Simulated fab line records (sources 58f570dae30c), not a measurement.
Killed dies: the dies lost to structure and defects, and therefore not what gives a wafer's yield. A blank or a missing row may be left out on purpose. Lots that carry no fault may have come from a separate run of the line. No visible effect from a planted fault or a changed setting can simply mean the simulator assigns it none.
Split-lot experiment | flow berkeley_cmos170 | 23 wafers read across 5 lots, on a route 331 steps long

## ABOUT THE SPLIT
At UCB170_ACTIVE_PEB_11, the setting peb_temp_c was moved away from the recipe's 130 C on 12 of the 23 wafers read, by -1.4% to +2.8%. For the rest of the wafers, this setting stayed at what the recipe calls for.

## FROM THE SPLIT TO THE READING: what the file shows between them, 4 steps
- UCB170_ACTIVE_DEVELOP_12: develop time 45 s
- UCB170_ACTIVE_CD_MEAS_13: target cd 1200 nm
- UCB170_ACTIVE_ETCH_15: etches Si3N4 in CH3F/Ar/O2, stops on SiO2, target depth 242 nm, time 151 s (also split here: over_etch_frac)
- UCB170_ACTIVE_STRIP_16: strips in O2

## THE READING
cd_nm at UCB170_ACTIVE_CD_MEAS_90, given in nm (cd target 1200 nm). On this fab line, fault-free wafers typically give 1199.9 nm with a standard deviation of 1.3 nm.

wafer  | tool, chamber at the split | peb_temp_c as run, C | against the recipe | cd_nm, nm | against lot-mates on the recipe
L076.2 | litho_track-01, 0          | 130                  | recipe             | 1199.3    | -
L076.3 | litho_track-01, 0          | 130                  | recipe             | 1201.4    | -
L076.4 | litho_track-01, 0          | 130                  | recipe             | 1200.7    | -
L081.1 | litho_track-03, 0          | 130                  | recipe             | 1200.5    | -
L081.2 | litho_track-03, 0          | 133.7                | +2.8%              | 1176.9    | -22.7
L081.3 | litho_track-03, 0          | 133.7                | +2.8%              | 1178.6    | -21.0
L081.5 | litho_track-03, 0          | 130                  | recipe             | 1198.7    | -
L081.6 | litho_track-03, 0          | 133.7                | +2.8%              | 1178.2    | -21.4
L082.1 | litho_track-01, 0          | 130                  | recipe             | 1201.2    | -
L082.2 | litho_track-01, 0          | 128.2                | -1.4%              | 1215.4    | +14.3
L082.3 | litho_track-01, 0          | 130                  | recipe             | 1200.9    | -
L082.4 | litho_track-01, 0          | 128.2                | -1.4%              | 1215.2    | +14.1
L082.5 | litho_track-01, 0          | 128.2                | -1.4%              | 1214.4    | +13.3
L084.1 | litho_track-02, 0          | 132.2                | +1.7%              | 1185.0    | -15.1
L084.2 | litho_track-02, 0          | 132.2                | +1.7%              | 1186.0    | -14.1
L084.4 | litho_track-02, 0          | 130                  | recipe             | 1199.4    | -
L084.5 | litho_track-02, 0          | 130                  | recipe             | 1200.8    | -
L084.6 | litho_track-02, 0          | 132.2                | +1.7%              | 1187.0    | -13.1
L083.1 | litho_track-01, 0          | 128.7                | -1.0%              | 1208.0    | +7.7
L083.2 | litho_track-01, 0          | 130                  | recipe             | 1199.8    | -
L083.3 | litho_track-01, 0          | 128.7                | -1.0%              | 1209.5    | +9.2
L083.4 | litho_track-01, 0          | 130                  | recipe             | 1200.9    | -
L083.6 | litho_track-01, 0          | 128.7                | -1.0%              | 1208.9    | +8.6

THE FIT
A straight line over all 23 wafers: cd_nm changes by -8.51 nm for each +1% of peb_temp_c; r = -0.99; the points scatter about the line by 1.4 nm.
The same after taking each lot's own level away (the mean of its wafers on the recipe; 23 wafers): -8.26 nm for each +1%; r = -0.99; scatter 1.2 nm.
Per that fit: largest peb_temp_c move, reading shift of 24 nm.
Across the lots, their own levels run from 1199.60 to 1201.05 nm, a range of 1.1 times the standard deviation given above.
The two slopes agree, so the slope changes little with the lot-to-lot level.
Check: with one of the wafers moved furthest among these (+2.8%) left out of the fit, the line predicts -23 nm for it against its lot-mates. It came out at -22.7 nm against them.

## ADDITIONAL SPLITS CARRIED BY THESE WAFERS
Other splits were also applied to these wafers ahead of the reading. Each is held against what the fit with the lots' levels taken away leaves over:
other split on the same wafers       | wafers away from the commonest value | r with cd_nm (lot level and that fit taken away)
UCB170_NWELL_OXIDATION_01 ox_time_s  | 10                                   | -0.55
UCB170_PWELL_IMPLANT_15 dose_cm2     | 7                                    | -0.12
UCB170_ACTIVE_ETCH_15 over_etch_frac | 9                                    | -0.26

## THE WHOLE CHAIN: every reading that the file lists as answering this split, in the file's order
step                     | what it does                                                               | reading                                                       | change (the file's fit)              | r (the file's)
UCB170_ACTIVE_CD_MEAS_13 | target cd 1200 nm                                                          | cd_nm                                                         | -8.31 nm for each +1% of the setting | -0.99
UCB170_ACTIVE_ETCH_15    | etches Si3N4 in CH3F/Ar/O2, stops on SiO2, target depth 242 nm, time 151 s | ACTIVE.cd_nm (the simulator's own value, which no gauge read) | -8.29 nm for each +1% of the setting | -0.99
UCB170_ACTIVE_CD_MEAS_90 | target cd 1200 nm                                                          | cd_nm                                                         | -8.18 nm for each +1% of the setting | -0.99

## THE FILE'S OWN FIT
cd_nm changes by -8.18 nm for each +1% of peb_temp_c, r = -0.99.
